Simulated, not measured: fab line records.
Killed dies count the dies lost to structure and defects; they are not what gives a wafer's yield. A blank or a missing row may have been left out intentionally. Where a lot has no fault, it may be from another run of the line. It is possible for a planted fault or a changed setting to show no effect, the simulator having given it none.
8D (eight disciplines) problem report, filled in by code / flow berkeleyCmos170 / the parts of the form that need people (team, actions taken, sign-off) are left out

## 1. PROBLEM STATEMENT
spikeTcCentreC at UCB170_SPACER_ANNEAL_02 reads a mean of 868.0 C on 9 wafers of 3 lots; wafers without a fault read 902.9 C with a standard deviation of 0.95. That puts it -37 standard deviations away from the usual mean.
The step: time 1800 s.
Earliest sighting: wafer L244.3 on furnace-01 at day 10 02:52. The record holds 45 wafers of 15 lots with a number at this step. Rule for "out" (also "out of limits"): further than 4 standard deviations from the usual mean. The other wafers with a number count as sound.

## 2. WHAT IT IS, AND WHAT IT ISN'T
question=which readings at this step | is=spikeTcCentreC, zonePowerCentrePct | is not=spikeTcSourceC
question=which lots | is=L244, L248, L249 | is not=L226, L229, L234, L235, L236, L237, L238, L239, L241, L242, L245, L247
question=which wafers of those lots | is=all that have a number | is not=-
question=read on which tools | is=furnace-01 | is not=furnace-03, furnace-04
question=when | is=from day 10 02:52 | is not=up to then (30 sound wafers); but 6 sound wafers of L245, L247 came after

## 3. SUSPECTS, AND WHAT RULES EACH OUT
Counting: a tool at a process step up to the reading stays a suspect if it ran every lot that is out and no sound lot after the first of them.
- furnace-01 at UCB170_SPACER_ANNEAL_02 (time 1800 s): kept. Every lot that is out went through it, starting with L244 (day 10 02:52), and after that it ran no sound lot; the last sound lot it ran before then is L242 (day 9 15:06). Its own spikeTcCentreC, zonePowerCentrePct readings are out on those wafers.
Remaining after the count: furnace-01 at UCB170_SPACER_ANNEAL_02.

## 4. THE CAUSE (what the simulator had put in)
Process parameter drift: furnace-01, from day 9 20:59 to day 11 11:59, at UCB170_SPACER_ANNEAL_02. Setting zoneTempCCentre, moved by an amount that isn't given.
After counting, this tool was the only one left.

## 5. SEQUENCE OF EFFECTS, ordered by route
Each row: a reading whose mean over the struck wafers that have a number lies more than 3 standard deviations from the usual. Only readings for which the record gives a usual standard deviation are gone through. hours: the time from each lot's start at the first step in this table that gives one to its start at this step, as a median over the lots. sigmas: the change in usual standard deviations.
hours=0; step=UCB170_SPACER_ANNEAL_02; reading=spikeTcCentreC; usual=902.9 C; on struck wafers=868.0; change=-34.9; sigmas=-37
hours=0; step=UCB170_SPACER_ANNEAL_02; reading=zonePowerCentrePct; usual=39.9 %; on struck wafers=25.1; change=-14.8; sigmas=-6.7
Process steps it contains:
- UCB170_SPACER_ANNEAL_02: time 1800 s.
At these later measuring or inspecting steps, every struck wafer for which the step has a row has a number for every such reading, and none has moved that far: UCB170_SDANNEAL_RS_MEAS_02.

## 6. WHAT WOULD HAVE CAUGHT IT SOONER
First out-of-limits reading in this record: day 10 02:52, which is 6 hours after fault onset at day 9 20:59.
